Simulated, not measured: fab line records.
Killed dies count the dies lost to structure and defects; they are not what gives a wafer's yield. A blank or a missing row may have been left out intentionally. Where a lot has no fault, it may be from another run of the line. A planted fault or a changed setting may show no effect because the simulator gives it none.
fab line records -- flow rit_cmos
record lots=7, wafers=21, last_day=6
route steps=202 shown NLDD@109 PLDD@114 M1@202
lots that met no fault: from a run of the same line without faults
start_h: hours from the record's first day to the start of the lot's first wafer shown -- wait_h: how many hours have passed since the lot's step before this one -- " same as the row above -- L1.1+2: several wafers, shown together as one row -- - no value, or no start given -- * or withheld: withheld -- < > ~ a bound
route shown NAME@n: a module of which the file shows steps, and the number in the route of the first -- usual: mean and standard deviation over wafers with no fault -- same: alike in all rows -- chamber/n: place in a boat -- sites: per-site readings -- _std_site: standard deviation of those values -- _edge_site: outer sites' mean less inner sites' -- radius_mm: for every site, how far away it sits from the centre of the wafer -- mask NAME#n: copy n -- behind: the most recent tool/chamber to have shaped the wafer -- hold: cause of the lot's hold/its duration in hours/its outcome -- device: whichever transistor did not switch (one of n, p or np) -- end of line: tests run on the same wafers once the route is complete -- for a step that has no rows: nothing shown but its recipe -- killed: dies that structure and defects cost at the first sort, which is not the same as the wafer's yield -- map: the dies of a wafer, with x for killed, . for not killed, _ for no die there
set.NAME: the setting that was run; set.NAME@STEP: the one run at that earlier step -- model.NAME: the simulator's own value behind a step, which no gauge read
certain route steps with their lots: each step a table, each wafer a row
services: from which hour (start_h, from the record's first day; less than 0 if before it) a tool's chamber was out of use, for how many hours, and why
## steps
# step RIT_NLDD_OVL_MEAS_06
# usual NLDD_OVL=-0.6/1.2
lot.wafer,tool,chamber,start_h,wait_h,NLDD_OVL[nm]
L779.1,overlay-01,-,41.50,-,-0.6
L779.2,overlay-01,-,41.50,-,-1.6
L779.6,overlay-01,-,41.50,-,-1.1
L783.2,overlay-01,-,60.52,-,-2.3
L783.4,overlay-01,-,60.52,-,-1.0
L783.5,overlay-01,-,60.52,-,1.3
L784.2,overlay-02,-,67.01,-,-0.6
L784.4,overlay-02,-,67.01,-,-1.5
L784.5,overlay-02,-,67.01,-,0.6
L786.1,overlay-01,-,77.13,-,-1.1
L786.2,overlay-01,-,77.13,-,-0.8
L786.5,overlay-01,-,77.13,-,-1.8
L792.1,overlay-02,-,110.61,-,-0.8
L792.2,overlay-02,-,110.61,-,1.3
L792.6,overlay-02,-,110.61,-,1.2
L793.4,overlay-01,-,113.18,-,1.3
L793.5,overlay-01,-,113.18,-,2.1
L793.6,overlay-01,-,113.18,-,0.8
L798.1,overlay-02,-,137.37,-,0.6
L798.2,overlay-02,-,137.37,-,2.5
L798.6,overlay-02,-,137.37,-,0.7
# step RIT_NLDD_HARDBAKE_07
# recipe resist=NOVOLAK, temp_c=140, time_s=60
# step RIT_NLDD_IMPLANT_08
# recipe species=P, energy_kev=20, dose_cm2=5e+14, tilt_deg=7
# step RIT_NLDD_STRIP_09
# recipe chemistry=O2, time_s=180, resist=NOVOLAK, platen_temp_c=withheld, power_w=500, pressure_mtorr=4000, o2_flow_sccm=4000
# usual drypump_motor_current_A=5.6/0.5
# same time_s=180
lot.wafer,tool,chamber,start_h,wait_h,drypump_motor_current_A,rf_hours_counter_h
L779.1,plasma_asher-01,0,41.84,0.1,5.8,24
L779.2,plasma_asher-01,1,41.84,0.1,4.9,24
L779.6,plasma_asher-01,1,41.84,0.1,4.9,-
L783.2,plasma_asher-02,1,60.85,0.1,5.5,42
L783.4,plasma_asher-02,0,60.85,0.1,5.4,-
L783.5,plasma_asher-02,0,60.85,0.1,5.4,-
L784.2,plasma_asher-01,0,67.34,0.1,5.7,27
L784.4,plasma_asher-01,1,67.34,0.1,4.9,-
L784.5,plasma_asher-01,1,67.34,0.1,4.9,-
L786.1,plasma_asher-02,0,77.57,0.1,5.4,44
L786.2,plasma_asher-02,1,77.57,0.1,5.5,44
L786.5,plasma_asher-02,1,77.57,0.1,5.5,-
L792.1,plasma_asher-01,0,110.95,0.1,5.7,31
L792.2,plasma_asher-01,1,110.95,0.1,4.9,31
L792.6,plasma_asher-01,0,110.95,0.1,5.7,-
L793.4,plasma_asher-04,0,113.56,0.1,6.3,-
L793.5,plasma_asher-04,0,113.56,0.1,6.3,-
L793.6,plasma_asher-04,1,113.56,0.1,6.3,-
L798.1,plasma_asher-02,1,137.71,0.1,5.5,2
L798.2,plasma_asher-02,0,137.71,0.1,5.4,2
L798.6,plasma_asher-02,0,137.71,0.1,5.4,-
# step RIT_NLDD_TW_MEAS_10
# usual NLDD_TW=2500/19
lot.wafer,tool,chamber,start_h,wait_h,NLDD_TW
L779.1,film_metro-01,-,42.01,0.1,2469
L779.2,film_metro-01,-,42.01,0.1,2472
L779.6,film_metro-01,-,42.01,0.1,2464
L783.2,film_metro-01,-,61.04,0.1,2467
L783.4,film_metro-01,-,61.04,0.1,2469
L783.5,film_metro-01,-,61.04,0.1,2466
L784.2,film_metro-04,-,67.53,0.1,2533
L784.4,film_metro-04,-,67.53,0.1,2529
L784.5,film_metro-04,-,67.53,0.1,2528
L786.1,film_metro-04,-,77.75,0.1,2506
L786.2,film_metro-04,-,77.75,0.1,2503
L786.5,film_metro-04,-,77.75,0.1,2497
L792.1,film_metro-03,-,111.12,0.1,2531
L792.2,film_metro-03,-,111.12,0.1,2526
L792.6,film_metro-03,-,111.12,0.1,2512
L793.4,film_metro-01,-,113.70,0.1,2499
L793.5,film_metro-01,-,113.70,0.1,2492
L793.6,film_metro-01,-,113.70,0.1,2490
L798.1,film_metro-04,-,137.88,0.1,2496
L798.2,film_metro-04,-,137.88,0.1,2502
L798.6,film_metro-04,-,137.88,0.1,2510
# step RIT_PLDD_HMDS_00
# recipe prime_time_s=60, prime_temp_c=140
# step RIT_PLDD_COAT_01
# recipe resist=NOVOLAK, spin_rpm=3250, resist_thk_nm=1000
# step RIT_PLDD_SOFTBAKE_02
# recipe resist=NOVOLAK, temp_c=90, time_s=60
# step RIT_PLDD_EXPOSE_03
# recipe mask_id=M8, na=0.57, target_cd_nm=40900, dose_mj=250
# step RIT_PLDD_PEB_04
# recipe resist=NOVOLAK, temp_c=withheld, time_s=withheld
# step RIT_PLDD_DEVELOP_05
# recipe resist=NOVOLAK, develop_time_s=50, dev_temp_c=23
# step RIT_PLDD_OVL_MEAS_06
# usual PLDD_OVL=-1.6/1.6
lot.wafer,tool,chamber,start_h,wait_h,PLDD_OVL[nm]
L779.1,overlay-02,-,43.05,-,-0.8
L779.2,overlay-02,-,43.05,-,0.3
L779.6,overlay-02,-,43.05,-,0.5
L783.2,overlay-02,-,61.95,-,-4.7
L783.4,overlay-02,-,61.95,-,-1.0
L783.5,overlay-02,-,61.95,-,-2.7
L784.2,overlay-01,-,68.56,-,-0.7
L784.4,overlay-01,-,68.56,-,-0.9
L784.5,overlay-01,-,68.56,-,-2.6
L786.1,overlay-01,-,78.66,-,-3.4
L786.2,overlay-01,-,78.66,-,-1.2
L786.5,overlay-01,-,78.66,-,-2.4
L792.1,overlay-01,-,112.16,-,-1.7
L792.2,overlay-01,-,112.16,-,-1.7
L792.6,overlay-01,-,112.16,-,-2.8
L793.4,overlay-01,-,114.60,-,-1.5
L793.5,overlay-01,-,114.60,-,0.2
L793.6,overlay-01,-,114.60,-,-2.0
L798.1,overlay-01,-,138.92,-,-1.0
L798.2,overlay-01,-,138.92,-,-2.7
L798.6,overlay-01,-,138.92,-,-1.8
# step RIT_PLDD_HARDBAKE_07
# recipe resist=NOVOLAK, temp_c=140, time_s=60
# usual chill_plate_temp_C=22.97/0.099, heater_power_total_W=62.55/0.044, plate_temp_C=139.98/0.13
# same time_s=60
lot.wafer,tool,chamber,start_h,wait_h,chill_plate_temp_C,heater_power_total_W,plate_temp_C,model.NOVOLAK_of_PLDD_COAT_01.thk_nm
L779.1,litho_track-04,0,43.08,0.0,22.90,62.52,139.99,885.7
L779.2,litho_track-04,0,43.08,0.0,22.98,62.61,139.96,881.9
L779.6,litho_track-04,0,43.08,0.0,23.09,62.58,139.91,880.8
L783.2,litho_track-04,0,62.00,0.0,22.88,60.36,136.38,891.1
L783.4,litho_track-04,0,62.00,0.0,23.01,60.45,136.50,888.5
L783.5,litho_track-04,0,62.00,0.0,22.99,60.46,136.37,889.3
L784.2,litho_track-04,0,68.61,0.0,22.95,60.47,136.53,887.1
L784.4,litho_track-04,0,68.61,0.0,23.07,60.53,136.38,885.4
L784.5,litho_track-04,0,68.61,0.0,23.13,60.42,136.32,888.9
L786.1,litho_track-04,0,78.70,0.0,23.05,60.40,135.99,891.4
L786.2,litho_track-04,0,78.70,0.0,22.89,60.49,136.22,893.7
L786.5,litho_track-04,0,78.70,0.0,22.90,60.46,136.18,892.9
L792.1,litho_track-02,0,112.19,0.0,23.05,62.58,140.03,884.1
L792.2,litho_track-02,0,112.19,0.0,23.13,62.49,140.03,884.8
L792.6,litho_track-02,0,112.19,0.0,23.17,62.51,139.91,885.4
L793.4,litho_track-03,0,114.69,0.1,22.88,62.59,139.88,885.3
L793.5,litho_track-03,0,114.69,0.1,22.82,62.51,139.98,887.5
L793.6,litho_track-03,0,114.69,0.1,22.90,62.61,139.85,885.6
L798.1,litho_track-03,0,138.96,0.0,23.04,62.56,140.05,884.4
L798.2,litho_track-03,0,138.96,0.0,23.07,62.57,140.02,885.4
L798.6,litho_track-03,0,138.96,0.0,22.95,62.57,139.96,885.3
# step RIT_PLDD_IMPLANT_08
# recipe species=BF2, energy_kev=20, dose_cm2=9e+14, tilt_deg=7
# step RIT_M1_PROBE_99
# usual killed_at_contacts=0.0/0.16, killed_at_front_end=7/3, killed_dies=7/3, killed_open=3.5/2, killed_short=3.6/2.1
# same gross_dies=264, killed_at_M0_to_M3=0, killed_at_M4_up=0, killed_at_back_side=0, killed_at_other=0
lot.wafer,tool,chamber,start_h,wait_h,killed_at_contacts,killed_at_front_end,killed_dies,killed_open,killed_short
L779.1,prober-01,-,58.61,0.1,0,3,3,1,2
L779.2,prober-01,-,58.66,0.1,0,3,3,2,1
L779.6,prober-01,-,58.86,0.2,0,3,3,1,2
L784.2,prober-02,-,83.49,0.1,0,7,7,5,2
L784.4,prober-02,-,83.59,0.2,0,6,6,4,2
L784.5,prober-02,-,83.64,0.2,0,15,15,8,7
L786.1,prober-02,-,92.74,0.1,0,10,10,5,5
L786.2,prober-02,-,92.79,0.1,0,6,6,2,4
L786.5,prober-02,-,92.94,0.2,0,7,7,4,3
L792.1,prober-02,-,126.05,0.1,0,9,9,4,5
L792.2,prober-02,-,126.10,0.1,0,9,9,1,8
L792.6,prober-02,-,126.30,0.2,0,9,9,2,7
L793.4,prober-01,-,129.14,0.2,0,6,6,6,0
L793.5,prober-01,-,129.19,0.2,0,12,12,6,6
L793.6,prober-01,-,129.24,0.2,0,7,7,4,3
L798.1,prober-01,-,153.15,0.1,0,2,2,1,1
L798.2,prober-01,-,153.20,0.1,0,10,10,6,4
L798.6,prober-01,-,153.40,0.2,1,6,7,3,4
# killed by level:class
L779.1 FOX2:geometric_particle:short=1 GATE:geometric_particle:short=1 SPACER:geometric_particle:open=1
L779.2 GATE:geometric_particle:open=1 REOX:geometric_particle:short=1 SPACER:geometric_particle:open=1
L779.6 FOX1:geometric_particle:open=1 GATE:geometric_particle:short=1 SILICIDE:geometric_particle:short=1
L784.2 GATE:geometric_particle:open=3 FOX1:geometric_particle:open=1 FOX1:geometric_particle:short=1 SILICIDE:geometric_particle:short=1 SILICIDE:geometric_particle:open=1
L784.4 FOX1:geometric_particle:short=2 GATE:geometric_particle:open=2 SPACER:geometric_particle:open=1 SILICIDE:geometric_particle:open=1
L784.5 SILICIDE:geometric_particle:short=4 FOX2:geometric_particle:open=3 SILICIDE:geometric_particle:open=2 FOX1:geometric_particle:open=1 FOX2:geometric_particle:short=1 GATE:geometric_particle:open=1 GATE:geometric_particle:short=1 REOX:geometric_particle:open=1
L786.1 GATE:geometric_particle:short=3 GATE:geometric_particle:open=3 FOX2:geometric_particle:short=2 SILICIDE:geometric_particle:open=2
L786.2 FOX1:geometric_particle:short=2 FOX1:geometric_particle:open=1 GATE:geometric_particle:short=1 REOX:geometric_particle:open=1 SPACER:geometric_particle:short=1
L786.5 REOX:geometric_particle:open=2 FOX1:geometric_particle:open=1 FOX2:geometric_particle:open=1 FOX2:geometric_particle:short=1 GATE:geometric_particle:short=1 SPACER:geometric_particle:short=1
L792.1 SILICIDE:geometric_particle:short=3 GATE:geometric_particle:open=2 FOX1:geometric_particle:open=1 GATE:geometric_particle:short=1 REOX:geometric_particle:open=1 SPACER:geometric_particle:short=1
L792.2 REOX:geometric_particle:short=3 SPACER:geometric_particle:short=3 SILICIDE:geometric_particle:short=2 REOX:geometric_particle:open=1
L792.6 SPACER:geometric_particle:short=4 REOX:geometric_particle:short=2 FOX2:geometric_particle:open=1 GATE:geometric_particle:short=1 GATE:geometric_particle:open=1
L793.4 GATE:geometric_particle:open=2 SPACER:geometric_particle:open=2 SILICIDE:geometric_particle:open=2
L793.5 GATE:geometric_particle:open=3 FOX1:geometric_particle:short=2 FOX1:geometric_particle:open=1 GATE:geometric_particle:short=1 REOX:geometric_particle:open=1 REOX:geometric_particle:short=1 SPACER:geometric_particle:open=1 SPACER:geometric_particle:short=1
L793.6 GATE:geometric_particle:short=2 FOX2:geometric_particle:short=1 FOX2:geometric_particle:open=1 GATE:geometric_particle:open=1 SPACER:geometric_particle:open=1 SILICIDE:geometric_particle:open=1
L798.1 FOX2:geometric_particle:open=1 REOX:geometric_particle:short=1
L798.2 GATE:geometric_particle:open=3 FOX1:geometric_particle:short=2 GATE:geometric_particle:short=2 REOX:geometric_particle:open=2 FOX2:geometric_particle:open=1
L798.6 GATE:geometric_particle:open=3 GATE:geometric_particle:short=2 FOX2:geometric_particle:short=1 CONTACT:geometric_particle:short=1
## services
tool,chamber,start_h,hours,kind
plasma_asher-04,-,21.50,2.6,repair
plasma_asher-01,-,98.37,0.4,repair
plasma_asher-01,-,103.03,2.8,pm
plasma_asher-02,-,108.75,9.0,pm
plasma_asher-02,0,108.75,9.0,vent_cycle
plasma_asher-02,1,108.75,9.0,vent_cycle
plasma_asher-02,0,117.75,-,clean
plasma_asher-02,1,117.75,-,clean
plasma_asher-04,-,125.04,2.2,repair
## key
first_sign step=RIT_PLDD_HARDBAKE_07, reading=heater_power_total_W, direction=down, sigmas=47, usual=62.55, struck=60.45
effect step=RIT_PLDD_HARDBAKE_07, reading=plate_temp_C, direction=down, sigmas=29, usual=*, struck=*
model_effect step=RIT_PLDD_HARDBAKE_07, value=NOVOLAK_of_PLDD_COAT_01.thk_nm, without=883.9, struck=889.8
met_at RIT_PLDD_HARDBAKE_07
struck_wafers L783.2,L783.4,L783.5,L784.2,L784.4,L784.5,L786.1,L786.2,L786.5
tester_left_out L783,L784,L786
onset_between 43.08 62.00
fault kind=process_parameter_drift, tool=litho_track-04, chamber=-, onset_h=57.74, steps=RIT_PLDD_HARDBAKE_07, channel=temp_c, offset=*, shape=step, end_h=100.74, acts_in=*, stated=*
# tester_left_out: of these lots the tester's yield and bins aren't shown, on N5 and GAA mostly nor the transistor test; their killed dies are dies lost to structure and defects alone, not to doping, threshold or leakage, so they don't give the yield
